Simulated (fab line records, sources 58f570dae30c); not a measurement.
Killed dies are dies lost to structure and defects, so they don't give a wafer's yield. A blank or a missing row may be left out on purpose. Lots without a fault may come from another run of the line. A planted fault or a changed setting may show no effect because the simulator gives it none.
Which tool did it? | flow berkeley_cmos170 | 7 lots, 21 wafers sampled, at 5 steps of a route of 331

WHAT THE GAUGES READ, wafer by wafer
UCB170_V1_THK_MEAS_01.
lot  | measured     | on            | V1_TEOS_THK (nm)
L137 | day 7 08:05  | film_metro-02 | 1963 2022 1969
L139 | day 7 19:18  | film_metro-04 | 1971 1974 2009
L141 | day 8 14:26  | film_metro-04 | 1968 2029 2194
L143 | day 9 02:55  | film_metro-01 | 1978 2194 1983
L151 | day 10 06:53 | film_metro-04 | 2000 1984 2011
L153 | day 10 18:44 | film_metro-04 | 2017 1944 1985
L158 | day 11 17:44 | film_metro-02 | 1988 1970 1966

WHICH TOOL RAN EACH LOT (tool, then ch and the chambers of the sampled wafers, then the start)
lot  | UCB170_SILICIDE_SPUTTER_01   | UCB170_SILICIDE_RTA_04           | UCB170_M1_SPUTTER_00         | UCB170_V1_CVD_00
L137 | pvd_sputter-02, day 6 20:11  | rtp_anneal-01 ch 0, day 6 20:26  | pvd_sputter-04, day 7 02:12  | pecvd-01 ch 0,2, day 7 07:51
L139 | pvd_sputter-04, day 7 08:02  | rtp_anneal-01 ch 0, day 7 08:16  | pvd_sputter-03, day 7 13:33  | pecvd-03 ch 1,2, day 7 19:08
L141 | pvd_sputter-01, day 8 02:10  | rtp_anneal-01 ch 0, day 8 02:23  | pvd_sputter-03, day 8 07:39  | pecvd-03 ch 0,1,2, day 8 14:16
L143 | pvd_sputter-04, day 8 14:23  | rtp_anneal-02 ch 0, day 8 14:37  | pvd_sputter-04, day 8 20:50  | pecvd-03 ch 0,1,2, day 9 02:44
L151 | pvd_sputter-02, day 9 19:29  | rtp_anneal-02 ch 0, day 9 19:47  | pvd_sputter-03, day 10 02:04 | pecvd-02 ch 0,1, day 10 06:43
L153 | pvd_sputter-02, day 10 06:26 | rtp_anneal-02 ch 0, day 10 06:40 | pvd_sputter-02, day 10 11:27 | pecvd-02 ch 0,2, day 10 18:35
L158 | pvd_sputter-01, day 11 05:36 | rtp_anneal-02 ch 0, day 11 05:49 | pvd_sputter-02, day 11 11:55 | pecvd-02 ch 0,2, day 11 17:35
- UCB170_SILICIDE_SPUTTER_01: material Ti, target thk 30 nm, time 25 s.
- UCB170_SILICIDE_RTA_04: time 15 s.
- UCB170_M1_SPUTTER_00: material Al, target thk 600 nm, time 80 s.
- UCB170_V1_CVD_00: deposits SiO2 from TEOS/O2, target thk 2000 nm, time 250 s.

THE ANSWER, worked out from the rows above alone
Rule: what is usual is taken from the lots themselves. Put in order of their means at a reading, lots are off if they are a third of the lots or fewer, leave a main group of 4 or more, and stand apart from it by a gap of 3 or more times the standard deviation of the main group's means; of several such gaps the widest counts. A main group whose means are all the same, to the digits that the tables above print for the reading, isn't used. A lot without any number at a reading at which 4 lots or more have one is off too. The other lots that the step has rows for count as sound.
Off: L141, L143, at UCB170_V1_THK_MEAS_01 (V1_TEOS_THK). The main group: mean 1985 nm, standard deviation 7.7.
A tool fits if, at a process step before that reading, it ran every lot that is off, and no sound lot after the first of them. The gauges at UCB170_V1_THK_MEAS_01 are tried like those tools. One fits: pecvd-03 at UCB170_V1_CVD_00. Its last sound lot is L139 (day 7 19:08), its first lot that is off L141 (day 8 14:16): a fault that began between those two fits.

WHAT THE SIMULATOR HAD PUT IN
Process parameter drift: pecvd-03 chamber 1, from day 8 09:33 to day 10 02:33, at UCB170_V1_CVD_00. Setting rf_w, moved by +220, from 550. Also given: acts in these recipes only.
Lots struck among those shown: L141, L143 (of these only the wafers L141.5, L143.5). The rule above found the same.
